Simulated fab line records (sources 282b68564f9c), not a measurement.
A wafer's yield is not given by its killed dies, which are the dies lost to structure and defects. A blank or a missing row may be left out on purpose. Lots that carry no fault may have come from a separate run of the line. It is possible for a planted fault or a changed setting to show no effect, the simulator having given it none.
fab line records	flow rit-cmos
record: lots: 14	wafers: 42	last-day: 8
route steps=202 shown NRETRO@54 PRETRO@74 M1@202
lots that met no fault: from a run of the same line without faults
start-h: start of the lot's first displayed wafer, in hours after the record's first day	wait-h: hours elapsed since this lot's preceding step	" same as the row above	L1.1+2: one row covering several wafers at once	- no value, or no start was given	* or withheld: withheld	< > ~ a bound
route shown NAME@n: NAME is a module with steps in the file, n the number in the route of the first one	usual: the fault-free wafers' mean and standard deviation	same: alike in all rows	chamber/n: place in a boat	sites: readings site by site	_std_site: standard deviation of those values	_edge_site: outer sites' mean less inner sites'	radius-mm: how far each site lies from the wafer's centre	mask NAME#n: copy n	behind: tool/chamber where the wafer was last shaped	hold: why the lot was held/for how many hours/how that ended	device: whichever transistor did not switch (one of n, p or np)	end of line: the same wafers' tests at the end of the route	a step given without rows: its recipe and nothing more	killed: the dies lost at the first sort to structure and to defects; this is not the yield of the wafer	map: shows each die of a wafer: x if killed, . if not, _ if none is there
set.NAME: the setting that was run; set.NAME@STEP: the one run at that earlier step	model.NAME: the simulator's own value behind a step, which no gauge read
the route's steps for a sample of lots (tables are steps, rows are wafers)
== steps ==
step: RIT_NRETRO_COAT_01
recipe: resist: NOVOLAK	spin-rpm: 2000	resist-thk-nm: 1289
usual: chill-plate-temp-C: 23.00/0.11	dispense-pressure-kPa: 54.2/2.6
lot.wafer	tool	chamber	start-h	wait-h	chill-plate-temp-C	dispense-pressure-kPa
L551.2	litho-track-02	0	29.72	0.1	23.13	51.3
L551.3	"	0	"	"	23.08	51.3
L551.5	"	0	"	"	23.06	51.3
L552.1	litho-track-03	0	34.90	0.1	22.99	53.2
L552.2	"	0	"	"	22.89	53.2
L552.4	"	0	"	"	22.85	53.2
L553.1	litho-track-04	0	40.46	0.1	23.01	57.4
L553.2	"	0	"	"	23.04	57.5
L553.6	"	0	"	"	23.07	57.4
L554.2	litho-track-02	0	43.95	0.1	22.96	51.3
L554.4	"	0	"	"	23.10	51.3
L554.6	"	0	"	"	23.05	51.3
L555.2	litho-track-04	0	49.25	0.1	23.04	57.5
L555.3	"	0	"	"	22.98	57.5
L555.5	"	0	"	"	23.08	57.5
L556.2	litho-track-02	0	54.92	0.1	23.07	51.3
L556.3	"	0	"	"	22.87	51.3
L556.5	"	0	"	"	22.82	51.3
L557.1	litho-track-03	0	59.08	0.1	22.93	53.2
L557.4	"	0	"	"	22.99	53.2
L557.6	"	0	"	"	22.93	53.2
L559.1	litho-track-04	0	72.19	0.1	23.14	57.5
L559.2	"	0	"	"	23.26	57.5
L559.5	"	0	"	"	22.98	57.5
L560.2	litho-track-03	-	73.59	0.1	-	-
L560.4	"	-	"	"	-	-
L560.5	"	-	"	"	-	-
L561.1	litho-track-03	-	78.60	0.1	-	-
L561.2	"	-	"	"	-	-
L561.3	"	-	"	"	-	-
L569.1	litho-track-04	0	123.67	0.1	23.02	57.5
L569.3	"	0	"	"	23.03	57.5
L569.4	"	0	"	"	23.04	57.5
L571.1	litho-track-02	0	133.83	0.1	23.08	51.3
L571.5	"	0	"	"	23.02	51.3
L571.6	"	0	"	"	22.89	51.3
L572.3	litho-track-03	0	136.56	0.1	23.03	53.2
L572.4	"	0	"	"	22.87	53.2
L572.5	"	0	"	"	22.96	53.2
L574.1	litho-track-04	0	150.76	0.1	23.20	57.5
L574.2	"	0	"	"	23.19	57.4
L574.3	"	0	"	"	23.11	57.5
step: RIT_NRETRO_OVL_MEAS_06
usual: NRETRO_OVL: 0.9/1.5
lot.wafer	tool	chamber	start-h	wait-h	NRETRO_OVL[nm]
L551.2	overlay-02	-	32.28	-	1.8
L551.3	"	-	"	"	-0.3
L551.5	"	-	"	"	1.6
L552.1	overlay-02	-	35.63	-	-1.0
L552.2	"	-	"	"	-0.6
L552.4	"	-	"	"	-0.1
L553.1	overlay-01	-	41.19	-	1.0
L553.2	"	-	"	"	-0.5
L553.6	"	-	"	"	-0.7
L554.2	overlay-01	-	44.66	-	3.5
L554.4	"	-	"	"	4.4
L554.6	"	-	"	"	3.6
L555.2	overlay-01	-	50.08	-	-2.6
L555.3	"	-	"	"	-2.8
L555.5	"	-	"	"	-2.6
L556.2	overlay-02	-	55.63	-	-1.0
L556.3	"	-	"	"	0.9
L556.5	"	-	"	"	2.1
L557.1	overlay-02	-	59.99	-	-2.3
L557.4	"	-	"	"	0.5
L557.6	"	-	"	"	-0.4
L559.1	overlay-02	-	72.92	-	1.7
L559.2	"	-	"	"	1.6
L559.5	"	-	"	"	0.9
L560.2	overlay-02	-	74.42	-	-
L560.4	"	-	"	"	-
L560.5	"	-	"	"	-
L561.1	overlay-02	-	79.33	-	-
L561.2	"	-	"	"	-
L561.3	"	-	"	"	-
L569.1	overlay-01	-	124.52	-	0.9
L569.3	"	-	"	"	1.2
L569.4	"	-	"	"	1.3
L571.1	overlay-02	-	134.69	-	1.0
L571.5	"	-	"	"	1.5
L571.6	"	-	"	"	0.8
L572.3	overlay-02	-	137.38	-	-0.9
L572.4	"	-	"	"	-0.3
L572.5	"	-	"	"	1.7
L574.1	overlay-01	-	151.49	-	0.0
L574.2	"	-	"	"	2.2
L574.3	"	-	"	"	0.1
step: RIT_PRETRO_TW_MEAS_10
usual: PRETRO_TW: 477/6.4
lot.wafer	tool	chamber	start-h	wait-h	hold	PRETRO_TW
L551.2	film-metro-03	-	34.62	0.1	-	481
L551.3	"	-	"	"	-	481
L551.5	"	-	"	"	-	479
L552.1	film-metro-03	-	37.80	0.1	-	482
L552.2	"	-	"	"	-	480
L552.4	"	-	"	"	-	480
L553.1	film-metro-03	-	43.45	0.1	-	479
L553.2	"	-	"	"	-	481
L553.6	"	-	"	"	-	483
L554.2	film-metro-03	-	46.85	0.1	-	484
L554.4	"	-	"	"	-	483
L554.6	"	-	"	"	-	481
L555.2	film-metro-02	-	52.25	0.1	-	466
L555.3	"	-	"	"	-	470
L555.5	"	-	"	"	-	469
L556.2	film-metro-03	-	57.79	0.1	-	483
L556.3	"	-	"	"	-	483
L556.5	"	-	"	"	-	486
L557.1	film-metro-01	-	62.45	0.1	-	482
L557.4	"	-	"	"	-	484
L557.6	"	-	"	"	-	484
L559.1	film-metro-02	-	75.08	0.1	-	469
L559.2	"	-	"	"	-	472
L559.5	"	-	"	"	-	472
L560.2	film-metro-03	-	76.72	0.1	await-dispo/0.2h/release	1086
L560.4	"	-	"	"	await-dispo/0.2h/release	1092
L560.5	"	-	"	"	await-dispo/0.2h/release	1083
L560.2	film-metro-03	-	76.94	0.2	-	1086
L560.4	"	-	"	"	-	1086
L560.5	"	-	"	"	-	1086
L561.1	film-metro-01	-	81.49	0.1	await-dispo/0.2h/release	1088
L561.2	"	-	"	"	await-dispo/0.2h/release	1087
L561.3	"	-	"	"	await-dispo/0.2h/release	1098
L561.1	film-metro-01	-	81.72	0.2	-	1093
L561.2	"	-	"	"	-	1090
L561.3	"	-	"	"	-	1095
L569.1	film-metro-01	-	126.69	0.1	-	485
L569.3	"	-	"	"	-	481
L569.4	"	-	"	"	-	483
L571.1	film-metro-02	-	136.85	0.1	-	466
L571.5	"	-	"	"	-	469
L571.6	"	-	"	"	-	470
L572.3	film-metro-01	-	139.55	0.1	-	480
L572.4	"	-	"	"	-	480
L572.5	"	-	"	"	-	482
L574.1	film-metro-01	-	153.94	0.1	-	482
L574.2	"	-	"	"	-	483
L574.3	"	-	"	"	-	484
step: RIT_M1_PROBE_99
usual: defect-limited-yield: 97.5/1.1	killed-at-contacts: 0.1/0.3	killed-at-front-end: 6.5/2.9	killed-dies: 6.6/3	killed-open: 3.3/2	killed-short: 3.3/1.9	sort_bin_3_pad_short: 0.1/0.2	sort_bin_5_function: 1.4/0.78	sort_bin_6_memory: 1.0/0.71	sort-n-pass: 257.4/3	sort-yield-pct: 97.5/1.1
same: gross-dies: 264	killed_at_M0_to_M3: 0	killed_at_M4_up: 0	killed-at-back-side: 0	killed-at-other: 0
lot.wafer	tool	chamber	start-h	wait-h	defect-limited-yield[%]	killed-at-contacts	killed-at-front-end	killed-dies	killed-open	killed-short	sort_bin_3_pad_short[%]	sort_bin_5_function[%]	sort_bin_6_memory[%]	sort-n-pass	sort-yield-pct[%]
L551.2	prober-01	-	63.72	0.1	97.7	0	6	6	1	5	0.4	0.4	1.5	258.0	97.7
L551.3	prober-01	-	63.77	0.2	98.5	0	4	4	3	1	0	1.5	0	260.0	98.5
L551.5	prober-01	-	63.87	0.2	97.3	1	6	7	4	3	0	1.5	1.1	257.0	97.3
L552.1	prober-02	-	66.18	0.1	98.5	0	4	4	3	1	0	0.8	0.8	260.0	98.5
L552.2	prober-02	-	66.23	0.1	95.5	0	12	12	5	7	0.4	2.3	1.9	252.0	95.5
L552.4	prober-02	-	66.33	0.2	98.5	0	4	4	2	2	0	0.8	0.8	260.0	98.5
L553.1	prober-01	-	70.48	0.1	97.7	0	6	6	4	2	0	1.9	0.4	258.0	97.7
L553.2	prober-01	-	70.53	0.1	98.1	0	5	5	1	4	0.4	0.8	0.8	259.0	98.1
L553.6	prober-01	-	70.73	0.2	96.6	0	9	9	3	6	0.4	1.5	1.5	255.0	96.6
L554.2	prober-02	-	75.02	0.1	98.1	0	5	5	4	1	0	0.8	1.1	259.0	98.1
L554.4	prober-02	-	75.12	0.2	95.8	0	11	11	4	7	0.4	1.5	2.3	253.0	95.8
L554.6	prober-02	-	75.22	0.2	94.7	0	14	14	8	6	0	3.0	2.3	250.0	94.7
L555.2	prober-01	-	79.10	0.1	97.7	0	6	6	5	1	0.4	1.9	0	258.0	97.7
L555.3	prober-01	-	79.15	0.2	97.7	1	5	6	2	4	0	0.8	1.5	258.0	97.7
L555.5	prober-01	-	79.25	0.2	96.2	1	9	10	5	5	0	2.7	1.1	254.0	96.2
L556.2	prober-02	-	83.72	0.1	96.6	0	9	9	5	4	0	1.1	2.3	255.0	96.6
L556.3	prober-02	-	83.77	0.2	95.5	0	12	12	6	6	0.4	2.3	1.9	252.0	95.5
L556.5	prober-02	-	83.87	0.2	96.2	0	10	10	7	3	0.4	1.1	2.3	254.0	96.2
L557.1	prober-01	-	86.64	0.1	96.2	0	10	10	7	3	0	2.3	1.5	254.0	96.2
L557.4	prober-01	-	86.79	0.2	98.1	0	5	5	3	2	0	0.8	1.1	259.0	98.1
L557.6	prober-01	-	86.89	0.2	96.6	0	9	9	4	5	0.4	1.5	1.5	255.0	96.6
L559.1	prober-01	-	99.99	0.1	96.6	0	9	9	3	6	0	2.3	1.1	255.0	96.6
L559.2	prober-01	-	100.04	0.1	98.1	0	5	5	4	1	0	1.9	0	259.0	98.1
L559.5	prober-01	-	100.19	0.2	95.8	0	11	11	4	7	0.4	1.9	1.9	253.0	95.8
L569.1	prober-01	-	159.36	0.1	98.1	0	5	5	2	3	0	1.5	0.4	259.0	98.1
L569.3	prober-01	-	159.46	0.2	98.9	0	3	3	2	1	0	0.8	0.4	261.0	98.9
L569.4	prober-01	-	159.51	0.2	99.2	0	2	2	0	2	0	0	0.8	262.0	99.2
L571.1	prober-01	-	166.92	0.1	97.7	0	6	6	4	2	0	0.4	1.9	258.0	97.7
L571.5	prober-01	-	167.12	0.2	96.2	0	10	10	3	7	0	1.1	2.7	254.0	96.2
L571.6	prober-01	-	167.17	0.2	98.9	0	3	3	1	2	0.4	0.4	0.4	261.0	98.9
L572.3	prober-02	-	171.53	0.2	96.6	0	9	9	3	6	0.4	1.5	1.5	255.0	96.6
L572.4	prober-02	-	171.58	0.2	98.1	0	5	5	2	3	0.8	1.1	0	259.0	98.1
L572.5	prober-02	-	171.63	0.2	97.3	0	7	7	5	2	0	0.8	1.9	257.0	97.3
L574.1	prober-02	-	184.11	0.1	98.1	0	5	5	0	5	0.4	0.8	0.8	259.0	98.1
L574.2	prober-02	-	184.16	0.1	98.5	1	3	4	2	2	0	1.1	0.4	260.0	98.5
L574.3	prober-02	-	184.21	0.2	97.7	0	6	6	2	4	0	0.8	1.5	258.0	97.7
killed by level:class
L551.2 GATE:geometric-particle:short=4 FOX1:geometric-particle:short=1 GATE:geometric-particle:open=1
L551.3 FOX1:geometric-particle:open=3 GATE:geometric-particle:short=1
L551.5 FOX1:geometric-particle:open=2 GATE:geometric-particle:short=1 SPACER:geometric-particle:open=1 SPACER:geometric-particle:short=1 SILICIDE:geometric-particle:open=1 CONTACT:geometric-particle:short=1
L552.1 GATE:geometric-particle:open=1 GATE:geometric-particle:short=1 REOX:geometric-particle:open=1 SPACER:geometric-particle:open=1
L552.2 GATE:geometric-particle:short=6 GATE:geometric-particle:open=4 REOX:geometric-particle:open=1 REOX:geometric-particle:short=1
L552.4 GATE:geometric-particle:short=2 GATE:geometric-particle:open=2
L553.1 SPACER:geometric-particle:open=2 GATE:geometric-particle:open=1 GATE:geometric-particle:short=1 SILICIDE:geometric-particle:open=1 SILICIDE:geometric-particle:short=1
L553.2 SPACER:geometric-particle:short=2 FOX2:geometric-particle:short=1 SPACER:geometric-particle:open=1 SILICIDE:geometric-particle:short=1
L553.6 GATE:geometric-particle:short=3 FOX2:geometric-particle:short=1 FOX2:geometric-particle:open=1 GATE:geometric-particle:open=1 REOX:geometric-particle:short=1 SPACER:geometric-particle:short=1 SILICIDE:geometric-particle:open=1
L554.2 SPACER:geometric-particle:open=2 GATE:geometric-particle:open=1 SILICIDE:geometric-particle:open=1 SILICIDE:geometric-particle:short=1
L554.4 GATE:geometric-particle:short=3 FOX1:geometric-particle:short=2 GATE:geometric-particle:open=2 FOX1:geometric-particle:open=1 FOX2:geometric-particle:open=1 SPACER:geometric-particle:short=1 SILICIDE:geometric-particle:short=1
L554.6 GATE:geometric-particle:open=3 GATE:geometric-particle:short=2 REOX:geometric-particle:short=2 REOX:geometric-particle:open=2 SPACER:geometric-particle:open=2 FOX1:geometric-particle:short=1 SPACER:geometric-particle:short=1 SILICIDE:geometric-particle:open=1
L555.2 FOX1:geometric-particle:open=3 SILICIDE:geometric-particle:open=2 FOX2:geometric-particle:short=1
L555.3 FOX1:geometric-particle:short=1 GATE:geometric-particle:short=1 GATE:geometric-particle:open=1 SPACER:geometric-particle:open=1 SPACER:geometric-particle:short=1 CONTACT:geometric-particle:short=1
L555.5 FOX1:geometric-particle:open=2 GATE:geometric-particle:open=2 GATE:geometric-particle:short=2 SPACER:geometric-particle:short=1 SPACER:geometric-particle:open=1 SILICIDE:geometric-particle:short=1 CONTACT:geometric-particle:short=1
L556.2 GATE:geometric-particle:open=3 GATE:geometric-particle:short=2 SILICIDE:geometric-particle:open=2 SILICIDE:geometric-particle:short=2
L556.3 GATE:geometric-particle:short=4 SILICIDE:geometric-particle:open=3 REOX:geometric-particle:open=2 SILICIDE:geometric-particle:short=2 GATE:geometric-particle:open=1
L556.5 GATE:geometric-particle:open=3 SILICIDE:geometric-particle:open=3 SILICIDE:geometric-particle:short=2 GATE:geometric-particle:short=1 REOX:geometric-particle:open=1
L557.1 FOX1:geometric-particle:short=2 FOX1:geometric-particle:open=2 SILICIDE:geometric-particle:open=2 FOX2:geometric-particle:open=1 GATE:geometric-particle:open=1 SPACER:geometric-particle:short=1 SPACER:geometric-particle:open=1
L557.4 GATE:geometric-particle:open=2 ACTIVE:geometric-particle:short=1 SILICIDE:geometric-particle:open=1 SILICIDE:geometric-particle:short=1
L557.6 FOX2:geometric-particle:open=2 FOX2:geometric-particle:short=2 SPACER:geometric-particle:short=2 FOX1:geometric-particle:open=1 SPACER:geometric-particle:open=1 SILICIDE:geometric-particle:short=1
L559.1 GATE:geometric-particle:short=2 REOX:geometric-particle:short=2 FOX1:geometric-particle:open=1 FOX2:geometric-particle:short=1 REOX:geometric-particle:open=1 SPACER:geometric-particle:open=1 SILICIDE:geometric-particle:short=1
L559.2 SPACER:geometric-particle:open=2 FOX1:geometric-particle:open=1 GATE:geometric-particle:open=1 GATE:geometric-particle:short=1
L559.5 FOX1:geometric-particle:short=3 GATE:geometric-particle:short=2 FOX1:geometric-particle:open=1 FOX2:geometric-particle:open=1 FOX2:geometric-particle:short=1 GATE:geometric-particle:open=1 REOX:geometric-particle:open=1 SILICIDE:geometric-particle:short=1
L569.1 GATE:geometric-particle:open=1 REOX:geometric-particle:short=1 SPACER:geometric-particle:short=1 SPACER:geometric-particle:open=1 SILICIDE:geometric-particle:short=1
L569.3 GATE:geometric-particle:open=1 SILICIDE:geometric-particle:open=1 SILICIDE:geometric-particle:short=1
L569.4 REOX:geometric-particle:short=1 SPACER:geometric-particle:short=1
L571.1 FOX1:geometric-particle:open=2 SILICIDE:geometric-particle:open=2 FOX2:geometric-particle:short=1 SILICIDE:geometric-particle:short=1
L571.5 FOX1:geometric-particle:short=3 FOX1:geometric-particle:open=1 FOX2:geometric-particle:open=1 FOX2:geometric-particle:short=1 GATE:geometric-particle:open=1 GATE:geometric-particle:short=1 SPACER:geometric-particle:short=1 SILICIDE:geometric-particle:short=1
L571.6 SPACER:geometric-particle:short=2 GATE:geometric-particle:open=1
L572.3 FOX1:geometric-particle:short=3 FOX1:geometric-particle:open=2 GATE:geometric-particle:open=1 GATE:geometric-particle:short=1 REOX:geometric-particle:short=1 SPACER:geometric-particle:short=1
L572.4 GATE:geometric-particle:open=2 FOX1:geometric-particle:short=1 FOX2:geometric-particle:short=1 SPACER:geometric-particle:short=1
L572.5 GATE:geometric-particle:open=2 SILICIDE:geometric-particle:short=2 FOX1:geometric-particle:open=1 FOX2:geometric-particle:open=1 SILICIDE:geometric-particle:open=1
L574.1 GATE:geometric-particle:short=2 REOX:geometric-particle:short=2 SPACER:geometric-particle:short=1
L574.2 GATE:geometric-particle:short=1 REOX:geometric-particle:open=1 SILICIDE:geometric-particle:open=1 CONTACT:geometric-particle:short=1
L574.3 GATE:geometric-particle:open=2 GATE:geometric-particle:short=2 ACTIVE:geometric-particle:short=1 REOX:geometric-particle:short=1
== key ==
first-sign: step: RIT_NRETRO_COAT_01	reading: tool-record	direction: missing
effect: step: RIT_NRETRO_OVL_MEAS_06	reading: NRETRO_OVL	direction: missing
effect: step: RIT_PRETRO_TW_MEAS_10	reading: visit	direction: added
effect: step: RIT_PRETRO_TW_MEAS_10	reading: PRETRO_TW	direction: up	sigmas: 96	usual: 477	struck: 1089
met-at RIT_NRETRO_COAT_01
struck-lots L560,L561
scrapped-behind RIT_PRETRO_TW_MEAS_10 L560.2,L560.4,L560.5,L561.1,L561.2,L561.3
onset-between 59.08 73.59
fault: kind: skipped-step-whole	tool: litho-track-03	chamber: -	onset-h: 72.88	steps: RIT_NRETRO_COAT_01	scope: struck-lots-only
